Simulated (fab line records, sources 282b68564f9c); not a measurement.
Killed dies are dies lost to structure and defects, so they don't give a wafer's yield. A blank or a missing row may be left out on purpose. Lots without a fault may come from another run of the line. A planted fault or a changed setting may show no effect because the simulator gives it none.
fab line records | flow rit_cmos
record lots=5 wafers=15 last_day=6
route steps=202 shown REOX@99 NLDD@103 PLDD@114 SPACER@125 NSD@131 M1@202
lots that met no fault: from a run of the same line without faults
start_h: hours from the record's first day to the start of the lot's first wafer shown | wait_h: hours since the lot's step before | " the same as in the row above | L1.1+2: a row that stands for several wafers | - no value, or no start given | * or withheld: withheld | < > ~ a bound
route shown NAME@n: a module of which the file shows steps, and the number in the route of the first | usual: mean/standard deviation of fault-free wafers | same: alike in all rows | chamber/n: place in a boat | sites: the reading at each site | _std_site: their standard deviation | _edge_site: outer sites' mean less inner sites' | radius_mm: how far each site lies from the wafer's centre | mask NAME#n: copy n | behind: the tool/chamber that last shaped the wafer | hold: why the lot was held/for how many hours/how that ended | device: the transistor (n, p or np) that didn't switch | end of line: the same wafers' tests at the end of the route | a step without rows: its recipe alone | killed: dies lost to structure and defects at the first sort, not the wafer's yield | map: a wafer's dies, x killed, . not, _ none there
set.NAME: the setting as run; set.NAME@STEP: as run at that earlier step | model.NAME: the simulator's own value behind a step, which no gauge read
lots at some steps of the route; a table a step, a row a wafer
services: from which hour (start_h, from the record's first day; less than 0 if before it) a tool's chamber was out of use, for how many hours, and why
## steps
# step RIT_REOX_CLEAN_01
# recipe chemistry=dHF dilution=50:1 time_s=30
# step RIT_REOX_CLEAN_02
# recipe chemistry=SC2 mix=3:3:50 time_s=600 temp_c=75 dry=n2_spin
# step RIT_REOX_OXIDATION_03
# recipe temp_c=900 ambient=O2 target_thk_a=252 ox_time_s=5580
# step RIT_REOX_THK_MEAS_04
# recipe reads=SiO2_of_REOX_OXIDATION_03
# usual REOX_OXIDE_THK=25.1/0.65
# columns lot.wafer tool chamber start_h wait_h REOX_OXIDE_THK[nm]
L908.1 film_metro-04 - 90.63 0.0 27.2
L908.3 " - " " 27.5
L908.5 " - " " 26.6
L909.1 film_metro-02 - 97.29 0.0 25.8
L909.4 " - " " 25.6
L909.5 " - " " 26.0
L916.1 film_metro-01 - 128.03 0.0 25.4
L916.2 " - " " 25.1
L916.6 " - " " 25.4
L914.2 film_metro-02 - 128.04 0.0 25.2
L914.3 " - " " 24.6
L914.5 " - " " 24.8
L917.1 film_metro-01 - 133.63 0.0 25.4
L917.2 " - " " 25.3
L917.6 " - " " 25.7
# step RIT_NLDD_HMDS_00
# recipe prime_time_s=60 prime_temp_c=140
# step RIT_NLDD_COAT_01
# recipe resist=NOVOLAK spin_rpm=3250 resist_thk_nm=1000
# step RIT_NLDD_SOFTBAKE_02
# recipe resist=NOVOLAK temp_c=90 time_s=60
# step RIT_NLDD_EXPOSE_03
# recipe mask_id=M7 na=0.57 target_cd_nm=40700 dose_mj=250
# step RIT_NLDD_PEB_04
# recipe resist=NOVOLAK temp_c=withheld time_s=withheld
# step RIT_NLDD_DEVELOP_05
# recipe resist=NOVOLAK develop_time_s=50 dev_temp_c=23
# step RIT_NLDD_OVL_MEAS_06
# usual NLDD_OVL=-0.1/1.6
# columns lot.wafer tool chamber start_h wait_h NLDD_OVL[nm]
L908.1 overlay-02 - 91.59 - -1.2
L908.3 " - " " -1.4
L908.5 " - " " -3.0
L909.1 overlay-01 - 98.74 - 2.5
L909.4 " - " " 0.2
L909.5 " - " " 1.1
L916.1 overlay-02 - 129.07 - 2.2
L916.2 " - " " 1.0
L916.6 " - " " 1.7
L914.2 overlay-01 - 129.19 - 1.1
L914.3 " - " " 0.8
L914.5 " - " " 1.3
L917.1 overlay-01 - 134.54 - -1.1
L917.2 " - " " 0.3
L917.6 " - " " -0.3
# step RIT_NLDD_HARDBAKE_07
# recipe resist=NOVOLAK temp_c=140 time_s=60
# step RIT_NLDD_IMPLANT_08
# recipe species=P energy_kev=20 dose_cm2=5e+14 tilt_deg=7
# usual end_station_pressure_torr=6.2e-06/3.2e-07
# same implant_ion_amu=31
# columns lot.wafer tool chamber start_h wait_h end_station_pressure_torr
L908.1 implanter-02 0 91.78 0.1 5.5e-06
L908.3 " 0 " " 6.5e-06
L908.5 " 0 " " 5.7e-06
L909.1 implanter-02 0 99.52 0.1 6.1e-06
L909.4 " 0 " " 6e-06
L909.5 " 0 " " 6.4e-06
L916.1 implanter-03 0 129.25 0.1 5.8e-06
L916.2 " 0 " " 6.2e-06
L916.6 " 0 " " 6.3e-06
L914.2 implanter-02 0 129.39 0.1 6.3e-06
L914.3 " 0 " " 6.1e-06
L914.5 " 0 " " 6.3e-06
L917.1 implanter-02 0 134.72 0.1 6.9e-06
L917.2 " 0 " " 5.8e-06
L917.6 " 0 " " 5.8e-06
# step RIT_NLDD_STRIP_09
# recipe chemistry=O2 time_s=180 resist=NOVOLAK platen_temp_c=withheld power_w=500 pressure_mtorr=4000 o2_flow_sccm=4000
# usual drypump_motor_current_A=5.7/0.47
# columns lot.wafer tool chamber start_h wait_h drypump_motor_current_A rf_hours_counter_h
L908.1 plasma_asher-01 0 91.93 0.1 6.0 30
L908.3 " 1 " " 5.0 -
L908.5 " 0 " " 6.0 -
L909.1 plasma_asher-01 1 99.67 0.1 5.0 31
L909.4 " 1 " " 5.0 -
L909.5 " 1 " " 5.0 -
L916.1 plasma_asher-02 0 129.40 0.1 5.5 2
L916.2 " 1 " " 6.5 2
L916.6 " 0 " " 5.5 -
L914.2 plasma_asher-04 0 129.52 0.1 5.4 49
L914.3 " 0 " " 5.4 -
L914.5 " 0 " " 5.4 -
L917.1 plasma_asher-04 0 134.87 0.1 5.3 50
L917.2 " 1 " " 5.7 50
L917.6 " 0 " " 5.3 -
# step RIT_NLDD_TW_MEAS_10
# usual NLDD_TW=2507/12
# columns lot.wafer tool chamber start_h wait_h NLDD_TW
L908.1 film_metro-01 - 92.10 0.1 2507
L908.3 " - " " 2513
L908.5 " - " " 2511
L909.1 film_metro-03 - 99.85 0.1 2517
L909.4 " - " " 2498
L909.5 " - " " 2507
L916.1 film_metro-03 - 129.58 0.1 2513
L916.2 " - " " 2514
L916.6 " - " " 2521
L914.2 film_metro-01 - 129.70 0.1 2508
L914.3 " - " " 2508
L914.5 " - " " 2510
L917.1 film_metro-02 - 135.05 0.1 2482
L917.2 " - " " 2499
L917.6 " - " " 2444
# step RIT_PLDD_HMDS_00
# recipe prime_time_s=60 prime_temp_c=140
# step RIT_PLDD_COAT_01
# recipe resist=NOVOLAK spin_rpm=3250 resist_thk_nm=1000
# step RIT_PLDD_SOFTBAKE_02
# recipe resist=NOVOLAK temp_c=90 time_s=60
# step RIT_PLDD_EXPOSE_03
# recipe mask_id=M8 na=0.57 target_cd_nm=40900 dose_mj=250
# step RIT_PLDD_PEB_04
# recipe resist=NOVOLAK temp_c=withheld time_s=withheld
# step RIT_PLDD_DEVELOP_05
# recipe resist=NOVOLAK develop_time_s=50 dev_temp_c=23
# step RIT_PLDD_OVL_MEAS_06
# usual PLDD_OVL=-1.0/1.4
# columns lot.wafer tool chamber start_h wait_h PLDD_OVL[nm]
L908.1 overlay-02 - 93.01 - 1.3
L908.3 " - " " 1.3
L908.5 " - " " -0.3
L909.1 overlay-01 - 100.80 - -2.5
L909.4 " - " " -1.7
L909.5 " - " " -2.9
L916.1 overlay-02 - 130.93 - -1.0
L916.2 " - " " -1.6
L916.6 " - " " -2.4
L914.2 overlay-01 - 130.94 - -2.0
L914.3 " - " " -2.8
L914.5 " - " " -2.0
L917.1 overlay-01 - 136.05 - -0.6
L917.2 " - " " -0.3
L917.6 " - " " 0.7
# step RIT_PLDD_HARDBAKE_07
# recipe resist=NOVOLAK temp_c=140 time_s=60
# step RIT_PLDD_IMPLANT_08
# recipe species=BF2 energy_kev=20 dose_cm2=9e+14 tilt_deg=7
# step RIT_PLDD_STRIP_09
# recipe chemistry=O2 time_s=180 resist=NOVOLAK platen_temp_c=withheld power_w=500 pressure_mtorr=4000 o2_flow_sccm=4000
# usual drypump_motor_current_A=5.7/0.49
# columns lot.wafer tool chamber start_h wait_h drypump_motor_current_A rf_hours_counter_h
L908.1 plasma_asher-01 0 93.37 0.1 6.0 30
L908.3 " 1 " " 5.0 -
L908.5 " 1 " " 5.0 -
L909.1 plasma_asher-02 0 101.15 0.1 5.5 47
L909.4 " 0 " " 5.5 -
L909.5 " 0 " " 5.5 -
L916.1 plasma_asher-02 0 131.27 0.1 5.5 2
L916.2 " 1 " " 6.5 2
L916.6 " 1 " " 6.5 -
L914.2 plasma_asher-01 0 131.42 0.1 5.9 34
L914.3 " 0 " " 6.0 -
L914.5 " 1 " " 5.0 -
L917.1 plasma_asher-02 1 136.48 0.1 6.5 3
L917.2 " 0 " " 5.5 3
L917.6 " 0 " " 5.5 -
# step RIT_PLDD_TW_MEAS_10
# usual PLDD_TW=2364/13
# columns lot.wafer tool chamber start_h wait_h PLDD_TW
L908.1 film_metro-01 - 93.54 0.1 2371
L908.3 " - " " 2375
L908.5 " - " " 2366
L909.1 film_metro-02 - 101.33 0.1 2356
L909.4 " - " " 2343
L909.5 " - " " 2353
L916.1 film_metro-01 - 131.44 0.1 2363
L916.2 " - " " 2376
L916.6 " - " " 2369
L914.2 film_metro-03 - 131.60 0.1 2351
L914.3 " - " " 2358
L914.5 " - " " 2350
L917.1 film_metro-03 - 136.66 0.1 2354
L917.2 " - " " 2360
L917.6 " - " " 2358
# step RIT_SPACER_CLEAN_00
# recipe chemistry=SC1 mix=3:3:50 time_s=600 temp_c=75
# step RIT_SPACER_CLEAN_01
# recipe chemistry=dHF dilution=50:1 time_s=30
# step RIT_SPACER_CLEAN_02
# recipe chemistry=SC2 mix=3:3:50 time_s=600 temp_c=75 dry=n2_spin
# step RIT_SPACER_CVD_03
# recipe material=Si3N4 target_thk_nm=250 temp_c=810 precursor=SiH2Cl2/NH3 time_s=3300 pressure_mtorr=300 sih2cl2_flow_sccm=60 nh3_flow_sccm=150
# step RIT_SPACER_THK_MEAS_04
# recipe reads=Si3N4_of_SPACER_CVD_03
# usual SPACER_NITRIDE_THK=250.8/2.4
# columns lot.wafer tool chamber start_h wait_h SPACER_NITRIDE_THK[nm]
L908.1 film_metro-03 - 95.88 0.0 252.1
L908.3 " - " " 252.0
L908.5 " - " " 251.2
L909.1 film_metro-03 - 103.70 0.0 251.9
L909.4 " - " " 249.1
L909.5 " - " " 250.2
L916.1 film_metro-02 - 133.80 0.0 252.0
L916.2 " - " " 250.1
L916.6 " - " " 251.6
L914.2 film_metro-02 - 133.96 0.0 250.3
L914.3 " - " " 249.0
L914.5 " - " " 249.9
L917.1 film_metro-04 - 139.02 0.0 248.6
L917.2 " - " " 247.3
L917.6 " - " " 248.5
# step RIT_SPACER_ETCHBACK_05
# recipe target_depth_a=2500 SF6_flow_sccm=30 CHF3_flow_sccm=30 target=Si3N4 chemistry=SF6/CHF3 pressure_mtorr=40 rf_w=250 time_s=240 stop_on=SiO2
# usual drypump_motor_current_A=5.9/0.38 oes_product_au=0.844/0.013 throttle_valve_pct=10.29/0.11
# columns lot.wafer tool chamber start_h wait_h drypump_motor_current_A oes_product_au rf_hours_counter_h throttle_valve_pct
L908.1 rie_diel-02 0 95.94 0.1 5.6 0.834 145 10.30
L908.3 " 1 " " 6.0 0.867 18 10.31
L908.5 " 2 " " 6.1 0.846 - 10.16
L909.1 rie_diel-03 1 103.76 0.1 5.4 0.867 146 10.24
L909.4 " 2 " " 5.4 0.858 6 10.47
L909.5 " 3 " " 6.5 0.826 - 10.21
L916.1 rie_diel-02 0 133.86 0.1 5.7 0.842 146 10.28
L916.2 " 3 " " 5.8 0.827 113 10.17
L916.6 " 1 " " 6.0 0.862 - 10.31
L914.2 rie_diel-01 2 134.01 0.0 5.0 0.837 7 10.35
L914.3 " 3 " " 6.3 0.835 68 10.22
L914.5 " 1 " " 5.8 0.841 - 10.25
L917.1 rie_diel-02 0 139.08 0.1 5.7 0.831 146 10.28
L917.2 " 3 " " 5.8 0.823 113 10.16
L917.6 " 0 " " 5.7 0.831 - 10.28
# step RIT_NSD_HMDS_00
# recipe prime_time_s=60 prime_temp_c=140
# step RIT_NSD_COAT_01
# recipe resist=NOVOLAK spin_rpm=3250 resist_thk_nm=1000
# step RIT_NSD_SOFTBAKE_02
# recipe resist=NOVOLAK temp_c=90 time_s=60
# step RIT_NSD_EXPOSE_03
# recipe mask_id=M9 na=0.57 target_cd_nm=40700 dose_mj=250
# step RIT_NSD_PEB_04
# recipe resist=NOVOLAK temp_c=withheld time_s=withheld
# step RIT_NSD_DEVELOP_05
# recipe resist=NOVOLAK develop_time_s=50 dev_temp_c=23
# step RIT_NSD_OVL_MEAS_06
# usual NSD_OVL=0.1/1.5
# columns lot.wafer tool chamber start_h wait_h NSD_OVL[nm]
L908.1 overlay-01 - 97.25 - 1.8
L908.3 " - " " 1.1
L908.5 " - " " 0.7
L909.1 overlay-02 - 110.59 - 0.7
L909.4 " - " " 0.9
L909.5 " - " " 2.5
L916.1 overlay-01 - 134.99 - -0.5
L916.2 " - " " -0.3
L916.6 " - " " -1.1
L914.2 overlay-01 - 135.24 - -1.3
L914.3 " - " " 1.5
L914.5 " - " " 1.2
L917.1 overlay-01 - 140.35 - 1.8
L917.2 " - " " 0.9
L917.6 " - " " -0.2
# step RIT_NSD_HARDBAKE_07
# recipe resist=NOVOLAK temp_c=140 time_s=60
# step RIT_NSD_IMPLANT_08
# recipe species=P energy_kev=25 dose_cm2=1e+15 tilt_deg=7
# step RIT_NSD_STRIP_09
# recipe chemistry=O2 time_s=180 resist=NOVOLAK platen_temp_c=withheld power_w=500 pressure_mtorr=4000 o2_flow_sccm=4000
# usual drypump_motor_current_A=5.7/0.35
# columns lot.wafer tool chamber start_h wait_h drypump_motor_current_A rf_hours_counter_h
L908.1 plasma_asher-04 0 97.60 0.1 5.3 45
L908.3 " 1 " " 5.8 -
L908.5 " 1 " " 5.7 -
L909.1 plasma_asher-03 1 110.92 0.1 5.6 39
L909.4 " 0 " " 5.6 -
L909.5 " 0 " " 5.7 -
L916.1 plasma_asher-02 0 135.33 0.1 5.5 3
L916.2 " 1 " " 6.5 3
L916.6 " 0 " " 5.5 -
L914.2 plasma_asher-03 0 135.57 0.1 5.7 42
L914.3 " 0 " " 5.7 -
L914.5 " 0 " " 5.7 -
L917.1 plasma_asher-03 0 140.71 0.1 5.7 43
L917.2 " 1 " " 5.6 43
L917.6 " 0 " " 5.7 -
# step RIT_SDANNEAL_RS_MEAS_07
# recipe thk_meas_gauge=four-point-probe
# usual NLDD_RS=151.6/0.53
# columns lot.wafer tool chamber start_h wait_h NLDD_RS[ohm/sq]
L908.1 film_metro-01 - 101.34 0.1 150.7
L908.3 " - " " 151.3
L908.5 " - " " 151.4
L909.1 film_metro-03 - 114.09 0.1 152.2
L909.4 " - " " 152.4
L909.5 " - " " 152.2
L916.1 film_metro-01 - 137.96 0.1 151.0
L916.2 " - " " 151.4
L916.6 " - " " 150.8
L914.2 film_metro-02 - 138.45 0.1 152.4
L914.3 " - " " 151.6
L914.5 " - " " 152.6
L917.1 film_metro-03 - 143.19 0.1 -
L917.2 " - " " -
L917.6 " - " " -
# step RIT_M1_PROBE_99
# usual killed_at_M0_to_M3=0.0/0.083 killed_at_front_end=7/3.1 killed_dies=7/3.2 killed_open=3.3/2 killed_short=3.5/2
# same gross_dies=264 killed_at_M4_up=0 killed_at_back_side=0 killed_at_contacts=0 killed_at_other=0
# columns lot.wafer tool chamber start_h wait_h killed_at_M0_to_M3 killed_at_front_end killed_dies killed_open killed_short model.etest.nmos_turned.drive_ua_um model.etest.nmos_0p15.drive_ua_um model.etest.retro_edge_nmos.off_log10_a_um model.etest.nmos_0p15.off_log10_a_um model.etest.nmos_turned.isub_log10_a_um model.etest.nmos_0p15.isub_log10_a_um model.etest.nmos_0p15.overlap_ff_um model.etest.nmos_0p15.vt_sat_v
L908.1 prober-01 - 112.71 0.1 0 3 3 3 0 276.4 445.5 -10.35 -10.6 -7.31 -6.97 0.2203 0.3275
L908.3 prober-01 - 112.81 0.2 0 6 6 3 3 271.3 447.1 -10.44 -10.5 -7.376 -6.993 0.2163 0.3285
L908.5 prober-01 - 112.91 0.2 0 6 6 4 2 291.5 451.3 -10.43 -10.47 -7.298 -6.876 0.2286 0.3254
L909.1 prober-01 - 126.76 0.1 1 16 17 9 8 292.8 457.2 -10.3 -10.28 -7.148 -6.945 0.2289 0.2979
L909.4 prober-01 - 126.91 0.2 0 12 12 8 4 302.4 459.8 -9.98 -10.2 -7.197 -6.958 0.2341 0.2974
L909.5 prober-01 - 126.96 0.2 0 7 7 4 3 298.2 467.6 -9.734 -9.863 -7.167 -6.857 0.2304 0.2757
L914.2 prober-01 - 145.72 0.1 0 7 7 5 2 313.5 470.1 -10 -10.17 -7.151 -6.994 0.2412 0.2923
L914.3 prober-01 - 145.77 0.2 0 5 5 2 3 327.6 469.8 -9.896 -10.1 -7.147 -6.958 0.2461 0.2998
L914.5 prober-01 - 145.87 0.2 0 9 9 7 2 318.8 463 -10.24 -10.34 -7.208 -6.966 0.2452 0.3078
L916.1 prober-02 - 147.17 0.1 0 4 4 3 1 329.3 474.3 -10.03 -10.12 -7.107 -6.974 0.248 0.2954
L916.2 prober-02 - 147.22 0.1 0 4 4 1 3 346.7 490.6 -9.847 -9.992 -7.107 -6.889 0.2518 0.2783
L916.6 prober-02 - 147.42 0.2 0 6 6 3 3 328.1 463.3 -10.07 -10.17 -7.141 -6.936 0.2462 0.3076
L917.1 prober-02 - 150.66 0.1 0 9 9 5 4 448.3 479.8 -10.04 -10.07 -7.114 -6.922 0.2957 0.2822
L917.2 prober-02 - 150.71 0.1 0 6 6 1 5 429.8 470.6 -10.23 -10.31 -7.11 -7.02 0.2872 0.3016
L917.6 prober-02 - 150.91 0.2 0 6 6 3 3 465.5 486.3 -9.762 -9.926 -7.027 -6.872 0.3043 0.274
# killed by level:class
L908.1 FOX2:geometric_particle:open=1 GATE:geometric_particle:open=1 REOX:geometric_particle:open=1
L908.3 GATE:geometric_particle:open=2 REOX:geometric_particle:short=2 FOX2:geometric_particle:short=1 SPACER:geometric_particle:open=1
L908.5 GATE:geometric_particle:open=2 SPACER:geometric_particle:open=2 FOX2:geometric_particle:short=1 GATE:geometric_particle:short=1
L909.1 GATE:geometric_particle:short=6 GATE:geometric_particle:open=5 FOX1:geometric_particle:open=2 REOX:geometric_particle:open=2 SPACER:geometric_particle:short=1 M1:geometric_particle:short=1
L909.4 FOX1:geometric_particle:open=3 GATE:geometric_particle:open=2 GATE:geometric_particle:short=2 FOX1:geometric_particle:short=1 FOX2:geometric_particle:open=1 REOX:geometric_particle:open=1 SPACER:geometric_particle:short=1 SILICIDE:geometric_particle:open=1
L909.5 FOX2:geometric_particle:open=3 FOX2:geometric_particle:short=1 GATE:geometric_particle:short=1 REOX:geometric_particle:short=1 SPACER:geometric_particle:open=1
L914.2 GATE:geometric_particle:open=2 REOX:geometric_particle:open=2 REOX:geometric_particle:short=2 SILICIDE:geometric_particle:open=1
L914.3 GATE:geometric_particle:open=1 GATE:geometric_particle:short=1 REOX:geometric_particle:short=1 SPACER:geometric_particle:open=1 SILICIDE:geometric_particle:short=1
L914.5 REOX:geometric_particle:open=3 SPACER:geometric_particle:open=2 FOX1:geometric_particle:short=1 FOX1:geometric_particle:open=1 GATE:geometric_particle:short=1 SILICIDE:geometric_particle:open=1
L916.1 GATE:geometric_particle:short=1 GATE:geometric_particle:open=1 REOX:geometric_particle:open=1 SILICIDE:geometric_particle:open=1
L916.2 FOX1:geometric_particle:short=2 FOX2:geometric_particle:open=1 GATE:geometric_particle:short=1
L916.6 FOX1:geometric_particle:open=1 GATE:geometric_particle:short=1 REOX:geometric_particle:short=1 REOX:geometric_particle:open=1 SPACER:geometric_particle:open=1 SPACER:geometric_particle:short=1
L917.1 GATE:geometric_particle:open=3 GATE:geometric_particle:short=3 SPACER:geometric_particle:open=2 SPACER:geometric_particle:short=1
L917.2 FOX1:geometric_particle:short=2 SPACER:geometric_particle:short=2 GATE:geometric_particle:short=1 GATE:geometric_particle:open=1
L917.6 GATE:geometric_particle:short=2 FOX1:geometric_particle:open=1 FOX2:geometric_particle:open=1 GATE:geometric_particle:open=1 SPACER:geometric_particle:short=1
## services
# columns tool chamber start_h hours kind
plasma_asher-03 - 67.92 3.8 repair
plasma_asher-02 - 108.75 9.0 pm
plasma_asher-02 0 108.75 9.0 vent_cycle
plasma_asher-02 1 108.75 9.0 vent_cycle
rie_diel-01 2 109.64 9.8 repair
plasma_asher-01 - 112.30 2.8 pm
rie_diel-02 2 112.83 11.1 repair
plasma_asher-02 0 117.75 - clean
plasma_asher-02 1 117.75 - clean
rie_diel-02 2 123.92 - clean
rie_diel-02 2 123.92 16.1 scheduled_down
rie_diel-02 2 123.92 16.1 vent_cycle
plasma_asher-03 - 130.17 3.4 repair
## key
first_sign step=RIT_NLDD_TW_MEAS_10 reading=NLDD_TW direction=down sigmas=2.7 usual=2507 struck=2475 wafers_moved=1
effect step=RIT_SDANNEAL_RS_MEAS_07 reading=NLDD_RS direction=missing
model_effect step=RIT_M1_PROBE_99 value=etest.nmos_turned.drive_ua_um without=315.8 struck=447.9
met_at RIT_NLDD_IMPLANT_08
struck_wafers L917.1,L917.2,L917.6
tester_left_out L917
onset_between 129.39 134.72
also_fits time
fault kind=process_parameter_drift tool=implanter-02 chamber=- onset_h=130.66 steps=RIT_NLDD_IMPLANT_08 channel=tilt_deg offset=-4 spread_by_wafer=0.3 shape=step end_h=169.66 acts_in=these_recipes_only stated=7
# tester_left_out: of these lots the tester's yield and bins aren't shown, on N5 and GAA mostly nor the transistor test; their killed dies are dies lost to structure and defects alone, not to doping, threshold or leakage, so they don't give the yield
